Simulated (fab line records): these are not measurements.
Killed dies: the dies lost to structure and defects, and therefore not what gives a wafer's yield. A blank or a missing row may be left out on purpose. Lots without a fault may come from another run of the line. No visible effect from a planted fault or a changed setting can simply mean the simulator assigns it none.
Which tool did it? ; flow rit-cmos ; Sampling: 14 lots, 42 wafers, 5 of 202 route steps

== WHAT EACH GAUGE READ, for each wafer ==
RIT_ACTIVE_BOW_MEAS_00.
lot;measured;on;INCOMING_BOW (um)
L247;day 1 15:00;film-metro-02;8 -2 -17
L249;day 2 01:00;film-metro-02;-3 -4 6
L250;day 2 06:00;film-metro-04;-1 0 10
L251;day 2 11:00;film-metro-02;-3 -12 3
L252;day 2 16:00;film-metro-01;-4 -3 6
L253;day 2 21:00;film-metro-02;-6 4 -7
L254;day 3 02:01;film-metro-01;-4 13 4
L256;day 3 12:01;film-metro-04;5 10 -1
L257;day 3 17:01;film-metro-04;-7 4 -1
L261;day 4 13:00;film-metro-04;5 10 2
L266;day 5 14:00;film-metro-04;-6 -6 -1
L267;day 5 19:02;film-metro-02;3 10 0
L268;day 6 00:00;film-metro-04;-4 6 -4
L269;day 6 05:00;film-metro-01;-6 -5 4

RIT_PRETRO_OVL_MEAS_06.
lot;measured;on;PRETRO_OVL (nm)
L247;day 2 13:54;overlay-02;1.0 0.6 -0.3
L249;day 3 02:26;overlay-02;-1.2 -2.1 -1.9
L250;day 3 03:55;overlay-02;0.5 0.6 0.0
L251;day 3 10:15;overlay-02;1.4 -0.4 -0.3
L252;day 3 16:57;overlay-01;0.4 1.0 -0.4
L253;day 3 23:37;overlay-02;1.2 0.7 2.0
L254;day 4 04:14;overlay-02;0.5 -0.3 -0.6
L256;day 4 12:08;overlay-02;-0.7 -1.9 0.3
L257;day 4 17:52;overlay-01;1.4 0.9 1.4
L261;day 5 14:29;overlay-01;1.4 0.9 -0.2
L266;day 6 12:18;overlay-01;1.0 1.6 1.6
L267;day 6 17:44;overlay-02;-0.8 -0.1 -0.5
L268;day 6 22:56;overlay-02;1.3 0.8 1.6
L269;day 7 06:28;overlay-02;-1.0 -0.6 -0.3

RIT_GATE_OVL_MEAS_17.
lot;measured;on;GATE_OVL (nm)
L247;day 2 22:28;overlay-01;0.6 -0.5 0.6
L249;day 3 07:46;overlay-02;2.4 1.4 0.9
L250;day 3 11:51;overlay-02;2.5 1.7 0.7
L251;day 3 18:22;overlay-02;0.6 0.3 0.6
L252;day 3 23:22;overlay-01;2.2 1.8 0.5
L253;day 4 11:36;overlay-02;0.1 1.7 0.8
L254;day 4 12:15;overlay-01;1.3 0.4 1.7
L256;day 4 20:41;overlay-01;3.4 2.5 2.8
L257;day 5 03:07;overlay-01;2.6 2.8 1.8
L261;day 5 22:07;overlay-02;0.8 0.3 0.4
L266;day 6 21:58;overlay-02;1.4 0.0 2.1
L267;day 6 23:14;overlay-01;2.4 1.7 -1.1
L268;day 7 08:01;overlay-02;0.5 -0.4 -0.3
L269;day 7 12:13;overlay-02;-1.6 -0.2 -0.1

RIT_M1_CD_MEAS_09: the cd target is 2600 nm.
lot;measured;on;cd-nm (nm)
L247;day 3 18:23;cd-sem-02;2601.2 2598.8 2600.0
L249;day 4 04:02;cd-sem-01;2599.0 2597.8 2598.9
L250;day 4 06:28;cd-sem-01;2600.7 2598.3 2600.2
L251;day 4 11:53;cd-sem-02;2598.4 2597.5 2601.3
L252;day 4 18:23;cd-sem-02;2598.4 2599.5 2596.7
L253;day 5 04:50;cd-sem-02;2598.0 2600.7 2600.1
L254;day 5 07:36;cd-sem-02;2601.3 2602.5 2601.2
L256;day 5 14:45;cd-sem-02;- - -
L257;day 5 20:49;cd-sem-02;- - -
L261;day 6 15:39;cd-sem-01;2603.5 2601.4 2602.3
L266;day 7 16:49;cd-sem-02;2594.6 2597.5 2597.7
L267;day 7 19:11;cd-sem-02;2598.0 2596.9 2600.0
L268;day 8 01:47;cd-sem-02;2599.7 2599.1 2597.7
L269;day 8 06:12;cd-sem-02;2602.4 2601.6 2600.3

== WHAT TOOL EACH LOT RAN ON (gives the tool, then ch and the chambers of the sampled wafers, and finally the start) ==
lot;RIT_M1_COAT_04
L247;litho-track-02 ch 0, day 3 17:31
L249;litho-track-03 ch 0, day 4 03:11
L250;litho-track-02 ch 0, day 4 05:37
L251;litho-track-03 ch 0, day 4 11:01
L252;litho-track-04 ch 0, day 4 17:25
L253;litho-track-04 ch 0, day 5 03:56
L254;litho-track-02 ch 0, day 5 06:52
L256;litho-track-02, day 5 14:01
L257;litho-track-02, day 5 19:58
L261;litho-track-04 ch 0, day 6 14:48
L266;litho-track-04 ch 0, day 7 16:05
L267;litho-track-02 ch 0, day 7 18:28
L268;litho-track-04 ch 0, day 8 01:04
L269;litho-track-02 ch 0, day 8 05:28
- RIT_M1_COAT_04: resist thk 1300 nm.

== AS READ BY THE TOOLS THEMSELVES (means over the sampled wafers that have a number; for cases with no such wafer, the mark the record gives instead) ==
RIT_M1_COAT_04.
lot;tool;chill-plate-temp-C (C);dispense-pressure-kPa (kPa)
L247;litho-track-02;23.10;50.1
L249;litho-track-03;22.93;48.5
L250;litho-track-02;22.92;50.1
L251;litho-track-03;23.00;48.5
L252;litho-track-04;22.94;49.4
L253;litho-track-04;23.10;49.4
L254;litho-track-02;23.01;50.1
L256;litho-track-02;-;-
L257;litho-track-02;-;-
L261;litho-track-04;23.06;49.4
L266;litho-track-04;22.96;49.4
L267;litho-track-02;23.05;50.1
L268;litho-track-04;22.94;49.4
L269;litho-track-02;22.98;50.1

== THE ANSWER, worked out from the rows above alone ==
Rule: the usual values come from the lots themselves. Put in order of their means at a reading, lots are off if they are a third of the lots or fewer, leave a main group of 4 or more, and stand apart from it by a gap of 3 or more times the standard deviation of the main group's means; of several such gaps the widest counts. A main group whose means are all the same, to the digits that the tables above print for the reading, isn't used. A lot without any number at a reading at which 4 lots or more have one is off too. All remaining lots with rows at the step are treated as sound. First the gauges in route order, then the tools' own readings, where a lot's mean is used as printed above. At the first step where some lot is off, the reading lying furthest off is the one used; lots without a number count as furthest.
Off: L256, L257 (RIT_M1_CD_MEAS_09, cd-nm). Without a number there: L256, L257. The main group: mean 2599.5 nm, standard deviation 1.6.
A tool fits if, at a process step before that reading, it ran every lot that is off, and no sound lot after the first of them. Not tried: the gauges at RIT_M1_CD_MEAS_09; whatever is off there is also off at RIT_M1_COAT_04, on other tools, and gauge error can't account for it. None of those tried fits.

== WHAT THE SIMULATOR PUT IN ==
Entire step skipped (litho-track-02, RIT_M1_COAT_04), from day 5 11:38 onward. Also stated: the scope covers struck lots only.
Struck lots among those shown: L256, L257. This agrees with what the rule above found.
